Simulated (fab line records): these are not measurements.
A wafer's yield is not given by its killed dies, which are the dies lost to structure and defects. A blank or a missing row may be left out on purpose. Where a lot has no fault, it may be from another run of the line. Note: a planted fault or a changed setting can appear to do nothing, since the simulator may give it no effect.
The tool behind it: which one? | flow berkeley cmos170 | 39 wafers from 13 lots sampled at 4 of the route's 331 steps

== WHAT THE GAUGES SHOWED, per wafer ==
UCB170_V1_CD_MEAS_90: the cd target is 700 nm.
lot  | measured     | on        | cd nm (nm)
L210 | day 8 01:07  | cd sem-02 | 699.2 698.4 696.8
L212 | day 8 23:41  | cd sem-02 | 699.6 698.4 698.5
L215 | day 8 23:25  | cd sem-02 | 701.3 700.2 698.5
L218 | day 9 21:43  | cd sem-02 | 699.0 700.0 700.9
L219 | day 9 21:55  | cd sem-01 | 698.2 698.8 696.6
L216 | day 9 23:23  | cd sem-02 | 698.5 701.1 699.6
L221 | day 10 06:52 | cd sem-01 | 699.1 700.5 698.8
L227 | day 11 16:19 | cd sem-02 | 698.0 697.7 696.6
L228 | day 11 18:43 | cd sem-02 | 699.7 700.2 699.2
L229 | day 12 11:07 | cd sem-01 | 699.1 697.4 699.1
L230 | day 12 08:53 | cd sem-02 | 700.2 701.3 699.2
L233 | day 12 20:23 | cd sem-01 | 699.2 699.7 700.3
L231 | day 12 22:16 | cd sem-02 | 698.6 697.2 696.9

UCB170_V2_OVL_MEAS_13.
lot  | measured     | on         | V2_OVL (nm)
L210 | day 8 10:22  | overlay-02 | -1 0 0
L212 | day 9 08:02  | overlay-01 | 3 6 -5
L215 | day 9 07:52  | overlay-02 | -1 0 4
L218 | day 10 03:26 | overlay-01 | 0 3 -6
L219 | day 10 03:51 | overlay-02 | 6 1 5
L216 | day 10 04:29 | overlay-02 | -6 -5 -1
L221 | day 10 12:48 | overlay-01 | 5 7 6
L227 | day 11 22:08 | overlay-01 | 1 1 5
L228 | day 11 23:41 | overlay-01 | 5 0 7
L229 | day 12 16:36 | overlay-01 | -2 3 -2
L230 | day 12 13:41 | overlay-02 | -4 -6 -4
L233 | day 13 01:40 | overlay-02 | -8 -7 -3
L231 | day 13 04:17 | overlay-01 | -1 -3 3

UCB170_M3_OVL_MEAS_16.
lot  | measured     | on         | M3_OVL (nm)
L210 | day 8 12:51  | overlay-01 | 0 4 0
L212 | day 9 11:48  | overlay-01 | -2 -2 -6
L215 | day 9 11:08  | overlay-02 | 5 2 6
L218 | day 10 06:34 | overlay-02 | -2 -10 -6
L219 | day 10 07:23 | overlay-01 | 4 3 9
L216 | day 10 07:32 | overlay-01 | 1 -3 0
L221 | day 10 15:32 | overlay-01 | 7 1 -4
L227 | day 12 00:35 | overlay-02 | -4 -6 -2
L228 | day 12 02:08 | overlay-01 | -10 -5 -3
L229 | day 12 19:28 | overlay-02 | 4 0 8
L230 | day 12 17:32 | overlay-02 | 3 1 -5
L233 | day 13 04:46 | overlay-01 | 4 7 8
L231 | day 13 07:29 | overlay-01 | 5 9 5

== WHAT TOOL EACH LOT RAN ON (gives the tool, then ch and the chambers of the sampled wafers, and finally the start) ==
lot  | UCB170_CONTACT_CLEAN_07
L210 | wet bench-04 ch 2, day 7 15:28
L212 | wet bench-01 ch 1, day 8 13:23
L215 | wet bench-01 ch 0, day 8 13:23
L218 | wet bench-02 ch 3, day 9 12:16
L219 | wet bench-02 ch 0, day 9 13:35
L216 | wet bench-02 ch 3, day 9 14:02
L221 | wet bench-04 ch 3, day 9 20:55
L227 | wet bench-04 ch 1, day 11 05:49
L228 | wet bench-02 ch 1, day 11 10:43
L229 | wet bench-02 ch 2, day 12 01:27
L230 | wet bench-02 ch 0, day 12 01:27
L233 | wet bench-02 ch 0, day 12 11:34
L231 | wet bench-02 ch 3, day 12 12:15
- UCB170_CONTACT_CLEAN_07: cleans in SPM, time 600 s.

== AS READ BY THE TOOLS THEMSELVES (means over the sampled wafers that have a number; for cases with no such wafer, the mark the record gives instead) ==
UCB170_CONTACT_CLEAN_07.
lot  | tool         | bath heat duty pct (%)
L210 | wet bench-04 | 13.4
L212 | wet bench-01 | 11.2
L215 | wet bench-01 | 14.5
L218 | wet bench-02 | 15.2
L219 | wet bench-02 | 13.2
L216 | wet bench-02 | 14.4
L221 | wet bench-04 | 11.5
L227 | wet bench-04 | 13.8
L228 | wet bench-02 | 15.2
L229 | wet bench-02 | 12.3
L230 | wet bench-02 | 13.5
L233 | wet bench-02 | 13.5
L231 | wet bench-02 | 15.0

== THE ANSWER, worked out from the rows above alone ==
Rule: the usual values come from the lots themselves. The widest of any qualifying gaps counts: lots, ordered by their means at a reading, are off when they make up no more than a third of the lots, leave a main group of 4 or more, and stand apart from it by 3 or more times the standard deviation of that group's means. A main group whose means are all the same, to the digits that the tables above print for the reading, isn't used. A lot without any number at a reading at which 4 lots or more have one is off too. All remaining lots with rows at the step are treated as sound. First the gauges in route order, then the tools' own readings, where a lot's mean is used as printed above. The first step at which some lot is off is used, and at that step the reading that is off furthest; a lot without a number counts as furthest.
No lot is off at any reading shown: from this, nothing can be told.

== WHAT THE SIMULATOR HAD INSERTED ==
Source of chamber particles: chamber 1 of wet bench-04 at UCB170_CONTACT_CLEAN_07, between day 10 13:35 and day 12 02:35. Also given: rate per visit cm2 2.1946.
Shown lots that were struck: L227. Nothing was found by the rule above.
